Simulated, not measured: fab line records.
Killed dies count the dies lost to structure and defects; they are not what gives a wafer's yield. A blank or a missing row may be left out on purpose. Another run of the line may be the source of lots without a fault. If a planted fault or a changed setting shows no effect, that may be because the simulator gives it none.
Which tool did it? -- flow berkeleyCmos170 -- 12 lots, 36 wafers sampled, at 2 steps of a route of 331

== WHAT EACH GAUGE READ, for each wafer ==
UCB170_GATE_CD_MEAS_12: the cd target is 350 nm.
lot,measured,on,cdNm (nm)
L075,day 6 15:52,cdSem-01,348.4 346.3 349.0
L077,day 7 05:51,cdSem-02,350.2 350.7 349.9
L080,day 7 08:11,cdSem-02,349.2 349.7 347.9
L081,day 7 08:19,cdSem-01,348.2 349.5 349.0
L083,day 8 12:26,cdSem-01,348.2 349.0 348.7
L085,day 8 11:50,cdSem-01,351.4 350.3 351.5
L087,day 8 19:22,cdSem-01,347.2 349.5 347.8
L089,day 9 01:34,cdSem-01,351.3 351.6 350.2
L091,day 9 13:40,cdSem-02,347.9 349.7 348.3
L093,day 9 20:14,cdSem-01,347.3 347.0 347.6
L095,day 10 03:36,cdSem-01,350.5 350.5 350.8
L097,day 10 22:36,cdSem-01,348.8 349.8 349.9

== WHAT TOOL EACH LOT RAN ON (gives the tool, then ch and the chambers of the sampled wafers, and finally the start) ==
lot,UCB170_ZERO_ETCH_06
L075,"rieDiel-04 ch 0,1,3, day 2 02:33"
L077,"rieDiel-02 ch 0,1,3, day 2 12:36"
L080,"rieDiel-02 ch 0,1,2, day 2 23:24"
L081,"rieDiel-04 ch 0,2,3, day 3 06:22"
L083,"rieDiel-04 ch 0,3, day 3 16:44"
L085,"rieDiel-04 ch 1,2, day 4 06:35"
L087,"rieDiel-03 ch 0,2,3, day 4 10:13"
L089,"rieDiel-03 ch 0,1,3, day 4 23:30"
L091,"rieDiel-02 ch 0,1, day 5 09:45"
L093,"rieDiel-04 ch 0,1,3, day 5 15:41"
L095,"rieDiel-04 ch 0,1,3, day 6 05:11"
L097,"rieDiel-03 ch 0,2, day 6 13:24"
- UCB170_ZERO_ETCH_06: etches SiO2 in CHF3/CF4/Ar, time 12 s.

== THE ANSWER, worked out from the rows above alone ==
Rule: what is usual is taken from the lots themselves. Put in order of their means at a reading, lots are off if they are a third of the lots or fewer, leave a main group of 4 or more, and stand apart from it by a gap of 3 or more times the standard deviation of the main group's means; of several such gaps the widest counts. Not used: any main group whose means are identical at the precision the tables above print for the reading. Also off: a lot with no number at a reading for which 4 or more lots have one. Any other lot the step has rows for is counted as sound.
Nothing can be told from this: no lot is off at any reading shown.

== WHAT THE SIMULATOR PUT IN ==
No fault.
